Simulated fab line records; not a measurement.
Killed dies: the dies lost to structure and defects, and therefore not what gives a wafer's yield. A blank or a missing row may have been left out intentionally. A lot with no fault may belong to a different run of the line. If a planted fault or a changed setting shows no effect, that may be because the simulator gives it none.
Which tool did it? || flow berkeley cmos170 || 42 wafers from 14 lots sampled at 2 of the route's 331 steps

WHAT EACH GAUGE READ, for each wafer
UCB170_NWELL_OVL_MEAS_12.
{"lot": "L907", "measured": "day 2 19:33", "on": "overlay-01", "NWELL_OVL (nm)": "4 -4 -2"}
{"lot": "L908", "measured": "day 3 04:54", "on": "overlay-02", "NWELL_OVL (nm)": "7 0 7"}
{"lot": "L909", "measured": "day 3 15:20", "on": "overlay-02", "NWELL_OVL (nm)": "-5 4 4"}
{"lot": "L910", "measured": "day 3 15:35", "on": "overlay-02", "NWELL_OVL (nm)": "8 0 0"}
{"lot": "L911", "measured": "day 3 15:42", "on": "overlay-01", "NWELL_OVL (nm)": "-9 -1 -1"}
{"lot": "L917", "measured": "day 4 16:46", "on": "overlay-01", "NWELL_OVL (nm)": "1 0 -2"}
{"lot": "L918", "measured": "day 4 20:55", "on": "overlay-02", "NWELL_OVL (nm)": "-3 -1 -5"}
{"lot": "L920", "measured": "day 5 09:05", "on": "overlay-01", "NWELL_OVL (nm)": "0 -3 -3"}
{"lot": "L922", "measured": "day 5 20:49", "on": "overlay-02", "NWELL_OVL (nm)": "-11 -9 -8"}
{"lot": "L923", "measured": "day 6 03:54", "on": "overlay-01", "NWELL_OVL (nm)": "2 -5 1"}
{"lot": "L924", "measured": "day 6 04:07", "on": "overlay-01", "NWELL_OVL (nm)": "-14 -6 1"}
{"lot": "L925", "measured": "day 6 11:27", "on": "overlay-01", "NWELL_OVL (nm)": "6 -6 1"}
{"lot": "L927", "measured": "day 7 00:59", "on": "overlay-02", "NWELL_OVL (nm)": "2 2 2"}
{"lot": "L928", "measured": "day 7 04:49", "on": "overlay-01", "NWELL_OVL (nm)": "-5 1 8"}

UCB170_GATE_CD_MEAS_90 targets a cd of 350 nm.
{"lot": "L907", "measured": "day 6 22:59", "on": "cd sem-02", "cd nm (nm)": "349.9 349.1 348.3"}
{"lot": "L908", "measured": "day 6 22:47", "on": "cd sem-02", "cd nm (nm)": "348.1 348.8 347.7"}
{"lot": "L909", "measured": "day 7 06:12", "on": "cd sem-02", "cd nm (nm)": "348.8 350.8 348.5"}
{"lot": "L910", "measured": "day 7 06:02", "on": "cd sem-01", "cd nm (nm)": "347.7 347.0 349.3"}
{"lot": "L911", "measured": "day 7 12:55", "on": "cd sem-02", "cd nm (nm)": "351.2 351.1 347.9"}
{"lot": "L917", "measured": "day 8 17:39", "on": "cd sem-01", "cd nm (nm)": "350.8 350.9 350.4"}
{"lot": "L918", "measured": "day 8 17:49", "on": "cd sem-02", "cd nm (nm)": "350.3 349.2 349.1"}
{"lot": "L920", "measured": "day 9 13:25", "on": "cd sem-02", "cd nm (nm)": "349.9 350.7 350.7"}
{"lot": "L922", "measured": "day 9 21:31", "on": "cd sem-01", "cd nm (nm)": "349.9 349.8 349.0"}
{"lot": "L923", "measured": "day 9 21:42", "on": "cd sem-02", "cd nm (nm)": "349.8 348.8 349.8"}
{"lot": "L924", "measured": "day 9 21:56", "on": "cd sem-02", "cd nm (nm)": "347.3 348.7 348.9"}
{"lot": "L925", "measured": "day 10 15:07", "on": "cd sem-01", "cd nm (nm)": "347.4 348.1 347.8"}
{"lot": "L927", "measured": "day 11 01:19", "on": "cd sem-01", "cd nm (nm)": "348.7 348.8 350.0"}
{"lot": "L928", "measured": "day 11 06:00", "on": "cd sem-02", "cd nm (nm)": "351.6 349.5 350.7"}

WHICH TOOL RAN EACH LOT (tool, then ch and the chambers of the sampled wafers, then the start)
The record shows no process step preceding these readings.

WHAT THE TOOLS THEMSELVES READ (means of the sampled wafers that have a number; where no wafer has one, the mark that the record gives instead)
The record holds no such reading with a usual standard deviation.

THE ANSWER, worked out from the rows above alone
Rule: the usual values come from the lots themselves. Put in order of their means at a reading, lots are off if they are a third of the lots or fewer, leave a main group of 4 or more, and stand apart from it by a gap of 3 or more times the standard deviation of the main group's means; of several such gaps the widest counts. Not used: any main group whose means are identical at the precision the tables above print for the reading. A lot without any number at a reading at which 4 lots or more have one is off too. The other lots that the step has rows for count as sound. The gauges are gone through in route order, then the tools' own readings, and for those a lot's mean is taken as printed above. At the first step where some lot is off, the reading lying furthest off is the one used; lots without a number count as furthest.
None of the lots is off at any reading shown; this tells nothing.

WHAT THE SIMULATOR HAD PUT IN
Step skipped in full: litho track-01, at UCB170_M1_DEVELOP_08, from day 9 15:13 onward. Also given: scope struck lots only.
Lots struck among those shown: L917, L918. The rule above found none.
